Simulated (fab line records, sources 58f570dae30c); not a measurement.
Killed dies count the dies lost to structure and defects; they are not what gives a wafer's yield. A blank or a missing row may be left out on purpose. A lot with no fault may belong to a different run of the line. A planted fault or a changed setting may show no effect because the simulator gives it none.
Matching of chambers    flow berkeley-cmos170    rie-diel-04 running UCB170_GATE_ETCH_14: 4 sister chambers
The step etches BARC in N2/H2. 4 wafers are shown with their chamber, then 10 later ones without.

## WAFERS WITH THEIR CHAMBER
wafer   chamber  throttle-valve-pct (%)
L087.5  2        13.51
L087.6  3        13.00
L091.1  0        13.42
L091.3  1        13.53

## WAFERS WITH NO CHAMBER GIVEN
wafer   throttle-valve-pct (%)
L091.5  13.02
L089.1  13.54
L089.2  13.00
L089.5  13.01
L093.1  13.00
L093.3  13.43
L093.5  13.42
L094.1  13.01
L094.4  13.44
L094.5  13.43

## THE CHAMBER EACH PASSED THROUGH
wafer   from the rows above      in truth
L091.5  3                        3
L089.1  can't be placed: 1 or 2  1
L089.2  3                        3
L089.5  3                        3
L093.1  3                        3
L093.3  0                        0
L093.5  0                        0
L094.1  3                        3
L094.4  0                        0
L094.5  0                        0
Correct placement for 9 of the 10. Not placeable from these rows: 1 (in 1, the candidates include the true chamber). Number placed wrongly: 0.
How it was worked out, from the rows above alone: a wafer's distance from a chamber is the root of the sum, over the readings, of the square of ((its reading less the chamber's mean) divided by the reading's scatter). If the next closest chamber is less than 2 further off than the closest, the wafer can't be placed; otherwise it belongs to the closest. For every chamber, the mean is computed from those of its wafers that are shown. The scatter (one wafer shown for each chamber): square how far every hidden wafer sits from the nearest shown wafer, average those squares and take the square root.
